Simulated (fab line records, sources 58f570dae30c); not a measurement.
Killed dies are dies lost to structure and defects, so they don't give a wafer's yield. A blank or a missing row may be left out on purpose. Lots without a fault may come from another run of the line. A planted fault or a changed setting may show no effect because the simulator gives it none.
A struck lot beside a sound one | flow berkeley_cmos170 | 21 steps out of a route of 331
Sound: wafers L822.1, L822.5, L822.6. Struck: wafers L834.1, L834.2, L834.4. The cause comes at the end.
At each step with rows: each side's tool, then ch and its chambers, then its first start. Under that, the readings that differ: sound wafers | struck wafers | difference of the means | sigmas: that difference in standard deviations of wafers without a fault.
alike: readings whose means differ by less than 2 such deviations, and words and numbers that are the same on both sides. not compared: withheld readings, readings that some wafer has no value for, bounds like >300 that may hide the same value, and numbers for which the record gives no deviation and whose values overlap.
The two part at a step that has a row with sigmas, a row that says differs or no value, or rows on one side only. Numbers that don't overlap but have no deviation are shown without sigmas and don't part them. A reading that every wafer of one side lacks parts them only if that side has two wafers or more.

UCB170_CONTACT_OVL_MEAS_16:
  sound on overlay-02, day 9 00:55; struck on overlay-02, day 11 14:48
  alike: CONTACT_OVL
UCB170_CONTACT_ETCH_17: etches BARC in N2/H2.
  sound on rie_diel-04 ch 1,2, day 9 00:56; struck on rie_diel-04 ch 0,1,3, day 11 14:50
  alike: bias_w, drypump_motor_current_A, h2_flow_sccm, oes_product_au, throttle_valve_pct
UCB170_CONTACT_ETCH_18: etches PSG in CHF3/CF4/Ar, stops on TiSi2, target depth 840 nm, time 195 s.
  sound on rie_diel-04 ch 1,2; struck on rie_diel-04 ch 0,1,3
  alike: drypump_motor_current_A, oes_product_au, throttle_valve_pct
  not compared: rf_hours_counter_h
UCB170_CONTACT_STRIP_19: strips in O2.
  sound on plasma_asher-02 ch 0,1, day 9 01:07; struck on plasma_asher-03 ch 0,1, day 11 15:01
  alike: drypump_motor_current_A, oes_product_au
  not compared: rf_hours_counter_h
UCB170_CONTACT_CD_MEAS_90: target cd 700 nm.
  sound on cd_sem-02, day 9 01:13; struck on cd_sem-02, day 11 15:07
  alike: cd_nm
then, 1 step without rows for these wafers: UCB170_CONTACT_CLEAN_20 (cleans in SPM, time 600 s).
UCB170_M1_SPUTTER_00: material Al, target thk 600 nm, time 80 s.
  sound on pvd_sputter-04, day 9 01:38; struck on pvd_sputter-01, day 11 15:26
  alike: throttle_valve_pct
UCB170_M1_RS_MEAS_01: measures by four-point-probe.
  sound on film_metro-03, day 9 01:42; struck on film_metro-02, day 11 15:29
  alike: M1_AL_RS
UCB170_M1_THK_MEAS_02: measures by xrf.
  sound on film_metro-03, day 9 01:49; struck on film_metro-02, day 11 15:37
  alike: M1_AL_THK
then, 3 steps without rows for these wafers: UCB170_M1_COAT_03; UCB170_M1_COAT_04 (resist thk 900 nm); UCB170_M1_SOFTBAKE_05 (time 60 s).
UCB170_M1_EXPOSE_06: exposes mask METAL1, target cd 700 nm.
  sound on krf_scanner-01 ch 0, day 9 02:41; struck on krf_scanner-01 ch 0, day 11 16:15
  reading              | sound                | struck               | difference | sigmas
  exposure_dose_mJ_cm2 | 21.007 20.968 21.007 | 20.713 20.675 20.704 | -0.297     | -13
  alike: mask
then, 2 steps without rows for these wafers: UCB170_M1_PEB_07; UCB170_M1_DEVELOP_08 (develop time 45 s).
UCB170_M1_CD_MEAS_09: target cd 700 nm.
  sound on cd_sem-01, day 9 03:12; struck on cd_sem-02, day 11 16:38
  reading    | sound             | struck            | difference | sigmas
  cd_nm (nm) | 700.2 700.0 700.0 | 699.7 695.7 698.2 | -2.2       | -2
UCB170_M1_OVL_MEAS_10:
  sound on overlay-01, day 9 03:19; struck on overlay-01, day 11 16:46
  alike: M1_OVL
UCB170_M1_ETCH_11: etches BARC in N2/H2.
  sound on rie_diel-04 ch 1,2,3, day 9 03:22; struck on rie_diel-02 ch 0,3, day 11 16:48
  reading             | sound           | struck            | difference | sigmas
  model.M1.cd_nm (nm) | 700.5 699.5 700 | 699.3 695.4 697.7 | -2.5       |
  alike: bias_w, drypump_motor_current_A, h2_flow_sccm, oes_product_au, throttle_valve_pct
UCB170_M1_METAL_ETCH_12: etches Al in Cl2/BCl3, stops on PSG, target depth 780 nm, time 130 s.
  sound on rie_metal-03 ch 0,1, day 9 03:24; struck on rie_metal-02 ch 0,1, day 11 16:50
  alike: bias_w, drypump_motor_current_A, oes_product_au, throttle_valve_pct
  not compared: rf_hours_counter_h, model.M1.cd_nm
UCB170_M1_STRIP_13: strips in O2.
  sound on plasma_asher-02 ch 0,1, day 9 03:32; struck on plasma_asher-01 ch 0,1, day 11 16:58
  reading               | sound             | struck            | difference | sigmas
  oes_product_au (a.u.) | 0.723 0.724 0.724 | 0.716 0.713 0.706 | -0.012     | -3
  alike: drypump_motor_current_A
  not compared: rf_hours_counter_h
UCB170_M3_PROBE_99:
  the record has rows for the struck wafers here (prober-01, day 12 12:11) and none for the sound ones

WHERE THEY PART
First at UCB170_M1_EXPOSE_06; last, within this record, at UCB170_M3_PROBE_99.

WHY: what the simulator had put in
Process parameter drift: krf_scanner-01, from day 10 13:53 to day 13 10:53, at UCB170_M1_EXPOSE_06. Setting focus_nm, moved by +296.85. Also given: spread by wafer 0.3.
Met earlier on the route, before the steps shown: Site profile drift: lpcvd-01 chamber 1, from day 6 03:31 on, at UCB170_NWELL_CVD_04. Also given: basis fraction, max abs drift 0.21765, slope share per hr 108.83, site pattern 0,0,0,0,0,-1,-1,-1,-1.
